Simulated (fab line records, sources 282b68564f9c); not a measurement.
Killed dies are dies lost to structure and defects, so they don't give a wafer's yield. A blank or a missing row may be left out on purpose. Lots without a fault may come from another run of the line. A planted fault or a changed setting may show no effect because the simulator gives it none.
Tool commonality check | flow rit_cmos | 13 lots, 39 wafers sampled

WHY IT WAS OPENED
At RIT_M1_CD_MEAS_09 the reading cd_nm is flagged on 1 of 13 lots. Wafers without a fault read 2600.2 nm, standard deviation 2.2.
Rule: a lot is flagged when every wafer of it that has a number lies more than 4 standard deviations from that mean, or none has a number. The other lots count as sound.

lot  | measured    | on        | cd_nm (nm), wafer by wafer | flag
L688 | day 3 12:43 | cd_sem-01 | 2599.2 2597.7 2598.9       |
L689 | day 3 16:19 | cd_sem-02 | 2599.9 2600.8 2600.7       |
L690 | day 3 20:37 | cd_sem-02 | 2603.8 2605.0 2604.6       |
L691 | day 4 03:17 | cd_sem-01 | 2599.9 2599.0 2600.0       |
L693 | day 4 12:42 | cd_sem-02 | 2600.2 2602.9 2603.4       |
L694 | day 4 16:29 | cd_sem-01 | 2598.3 2597.6 2594.7       |
L695 | day 4 22:53 | cd_sem-01 | 2249.4 2249.4 2248.0       | FLAGGED
L704 | day 6 19:14 | cd_sem-02 | 2597.2 2596.5 2600.8       |
L705 | day 6 23:57 | cd_sem-02 | 2599.7 2599.7 2599.6       |
L706 | day 7 05:38 | cd_sem-01 | 2602.9 2599.9 2602.2       |
L707 | day 7 10:42 | cd_sem-02 | 2600.9 2599.1 2599.3       |
L708 | day 7 14:47 | cd_sem-01 | 2603.1 2602.2 2602.0       |
L709 | day 7 20:12 | cd_sem-01 | 2605.1 2602.8 2606.8       |
The numbers of the flagged lots are 2248.9 nm on average: -351.3 nm against the usual, or -99 or more standard deviations.

WHICH TOOL RAN EACH LOT
The record holds 1 process step before the reading, out of a route of 202 steps. In each cell: the tool, then ch and the chambers that the sampled wafers went through, then the start.
lot  | flag    | RIT_M1_EXPOSE_06
L688 |         | iline_stepper-01 ch 0, day 3 12:12
L689 |         | iline_stepper-01 ch 0, day 3 15:53
L690 |         | iline_stepper-01 ch 0, day 3 20:11
L691 |         | iline_stepper-02 ch 0, day 4 02:52
L693 |         | iline_stepper-02 ch 0, day 4 12:16
L694 |         | iline_stepper-01 ch 0, day 4 16:03
L695 | FLAGGED | iline_stepper-01 ch 0, day 4 22:28
L704 |         | iline_stepper-02 ch 0, day 6 18:49
L705 |         | iline_stepper-01 ch 0, day 6 23:31
L706 |         | iline_stepper-02 ch 0, day 7 05:13
L707 |         | iline_stepper-01 ch 0, day 7 10:15
L708 |         | iline_stepper-02 ch 0, day 7 14:22
L709 |         | iline_stepper-01 ch 0, day 7 19:46
What these steps do:
- RIT_M1_EXPOSE_06: exposes mask M12, target cd 2600 nm.
- RIT_M1_CD_MEAS_09: target cd 2600 nm.

FLAGGED OVER TOTAL, TOOL BY TOOL (the gauges that took the reading come last)
step              | tool             | lots run | flagged | share of the flagged lots | sound lots run after its first flagged lot
RIT_M1_EXPOSE_06  | iline_stepper-01 | 8        | 1       | all                       | 3 (L705,L707,L709)
RIT_M1_EXPOSE_06  | iline_stepper-02 | 5        | 0       | none                      | -
RIT_M1_CD_MEAS_09 | cd_sem-01        | 7        | 1       | all                       | 3 (L706,L708,L709)
RIT_M1_CD_MEAS_09 | cd_sem-02        | 6        | 0       | none                      | -

WHAT THE TABLE ALLOWS
2 rows of the table ran every flagged lot: iline_stepper-01 at RIT_M1_EXPOSE_06, cd_sem-01 at RIT_M1_CD_MEAS_09.
- iline_stepper-01 at RIT_M1_EXPOSE_06: 1 of its 8 lots flagged. Sound lots ran on it after the first flagged one (L705, L707, L709), which a lasting fault on the whole tool wouldn't allow.
- cd_sem-01 at RIT_M1_CD_MEAS_09: 1 of its 7 lots flagged. Sound lots ran on it after the first flagged one (L706, L708, L709), which a lasting fault on the whole tool wouldn't allow.
No row of the table ran every flagged lot and no sound lot after the first.

WHAT THE SIMULATOR HAD PUT IN
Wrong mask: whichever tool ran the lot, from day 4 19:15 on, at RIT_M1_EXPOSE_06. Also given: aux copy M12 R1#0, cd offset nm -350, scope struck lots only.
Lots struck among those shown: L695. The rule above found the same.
